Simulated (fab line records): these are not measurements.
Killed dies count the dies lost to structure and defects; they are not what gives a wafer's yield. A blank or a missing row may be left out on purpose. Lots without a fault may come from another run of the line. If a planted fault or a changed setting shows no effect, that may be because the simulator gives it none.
Which tool is to blame? | flow berkeley cmos170 | 14 lots with 42 wafers sampled at 3 steps, on a route of 331 steps

== WHAT EACH GAUGE READ, for each wafer ==
UCB170_WELLDRIVE_THK_MEAS_02. Usual: WELLDRIVE_OXIDE_THK 200 nm, standard deviation 3.7.
lot  | measured    | on            | WELLDRIVE_OXIDE_THK (nm) | flag
L580 | day 4 00:10 | film metro-03 | 198 196 196              |
L581 | day 4 07:13 | film metro-03 | 206 204 205              |
L585 | day 4 21:26 | film metro-04 | 201 198 197              |
L587 | day 5 07:21 | film metro-04 | 205 201 199              |
L588 | day 5 17:51 | film metro-04 | 199 198 198              |
L589 | day 5 17:52 | film metro-02 | 205 200 202              |
L590 | day 6 00:03 | film metro-03 | 208 202 206              |
L591 | day 6 10:50 | film metro-02 | 208 206 206              |
L592 | day 6 10:50 | film metro-04 | 202 202 200              |
L593 | day 6 10:50 | film metro-03 | 201 203 200              |
L600 | day 7 23:49 | film metro-03 | 196 197 195              |
L599 | day 7 23:50 | film metro-04 | 200 197 196              |
L601 | day 8 08:19 | film metro-04 | 202 200 202              |
L603 | day 8 16:38 | film metro-03 | 199 200 198              |

UCB170_GATE_THK_MEAS_05. Usual: GATE_POLY_THK 213.9 nm, standard deviation 2.5.
lot  | measured     | on            | GATE_POLY_THK (nm) | flag
L580 | day 6 21:47  | film metro-03 | 212.5 211.7 210.5  |
L581 | day 7 12:13  | film metro-04 | 213.7 214.1 213.8  |
L585 | day 8 03:59  | film metro-03 | 214.3 213.5 212.5  |
L587 | day 8 12:31  | film metro-03 | 212.6 213.2 211.5  |
L588 | day 8 17:34  | film metro-04 | 213.2 214.6 214.4  |
L589 | day 8 17:31  | film metro-03 | 213.3 213.6 213.7  |
L590 | day 8 17:30  | film metro-04 | 215.0 213.9 215.8  |
L591 | day 9 17:18  | film metro-02 | 216.5 216.0 216.9  |
L592 | day 9 17:19  | film metro-03 | 215.3 214.7 214.1  |
L593 | day 9 17:19  | film metro-04 | 215.2 215.6 214.8  |
L600 | day 11 12:53 | film metro-04 | 213.5 214.3 214.3  |
L599 | day 11 12:54 | film metro-02 | 212.9 213.6 211.3  |
L601 | day 11 17:37 | film metro-03 | 217.6 217.6 217.4  |
L603 | day 12 10:46 | film metro-04 | 211.5 212.3 211.3  |

== WHICH TOOL RAN EACH LOT (tool, then ch and the chambers of the sampled wafers, then the start) ==
lot  | UCB170_NWELL_STRIP_15
L580 | plasma asher-02 ch 0,1, day 2 15:35
L581 | plasma asher-04 ch 0,1, day 2 22:13
L585 | plasma asher-02 ch 0,1, day 3 09:01
L587 | plasma asher-01 ch 0,1, day 4 00:14
L588 | plasma asher-04 ch 0,1, day 4 05:42
L589 | plasma asher-04 ch 0,1, day 4 11:43
L590 | plasma asher-01 ch 0, day 4 17:26
L591 | plasma asher-01 ch 1, day 5 00:04
L592 | plasma asher-01 ch 0,1, day 5 00:19
L593 | plasma asher-04 ch 0,1, day 5 00:22
L600 | plasma asher-02 ch 0, day 6 13:29
L599 | plasma asher-02 ch 0,1, day 6 13:47
L601 | plasma asher-01 ch 1, day 6 21:38
L603 | plasma asher-02 ch 0,1, day 7 09:23
- UCB170_NWELL_STRIP_15: strips in O2.

== WHAT THE TOOLS THEMSELVES READ (means of the sampled wafers that have a number; where no wafer has one, the mark that the record gives instead) ==
UCB170_NWELL_STRIP_15. Usual: drypump motor current A 5.8 A, standard deviation 0.32; oes product au 0.721 a.u., standard deviation 0.005; strip time to endpoint s 18.00 s, standard deviation 0.094.
lot  | tool            | drypump motor current A (A) | oes product au (a.u.) | strip time to endpoint s (s) | flag
L580 | plasma asher-02 | 6.0                         | 0.723                 | 18.10                        |
L581 | plasma asher-04 | 5.8                         | 0.722                 | 18.04                        |
L585 | plasma asher-02 | 5.8                         | 0.719                 | 17.94                        |
L587 | plasma asher-01 | 5.7                         | 0.721                 | 17.97                        |
L588 | plasma asher-04 | 5.8                         | 0.723                 | 17.98                        |
L589 | plasma asher-04 | 5.6                         | 0.719                 | 18.09                        |
L590 | plasma asher-01 | 5.5                         | 0.724                 | 18.06                        |
L591 | plasma asher-01 | 6.2                         | 0.719                 | 18.05                        |
L592 | plasma asher-01 | 6.0                         | 0.719                 | 17.97                        |
L593 | plasma asher-04 | 5.6                         | 0.718                 | 18.04                        |
L600 | plasma asher-02 | 6.2                         | 0.720                 | 18.00                        |
L599 | plasma asher-02 | 6.0                         | 0.721                 | 17.87                        |
L601 | plasma asher-01 | 6.2                         | 0.724                 | 17.96                        |
L603 | plasma asher-02 | 5.9                         | 0.718                 | 18.01                        |

== THE ANSWER, worked out from the rows above alone ==
Rule: a lot is off if the mean of its wafers that have a number lies more than 3 standard deviations from the usual mean. Also off: a lot with no number at a reading for which 4 or more lots have one. The other lots that the step has rows for count as sound. Order of review: gauges by route order, followed by the tools' own readings, for which a lot's mean as printed above is used. The first step at which some lot is off is used, and at that step the reading that is off furthest; a lot without a number counts as furthest.
No lot is off at any reading shown: from this, nothing can be told.

== WHAT WAS PUT IN BY THE SIMULATOR ==
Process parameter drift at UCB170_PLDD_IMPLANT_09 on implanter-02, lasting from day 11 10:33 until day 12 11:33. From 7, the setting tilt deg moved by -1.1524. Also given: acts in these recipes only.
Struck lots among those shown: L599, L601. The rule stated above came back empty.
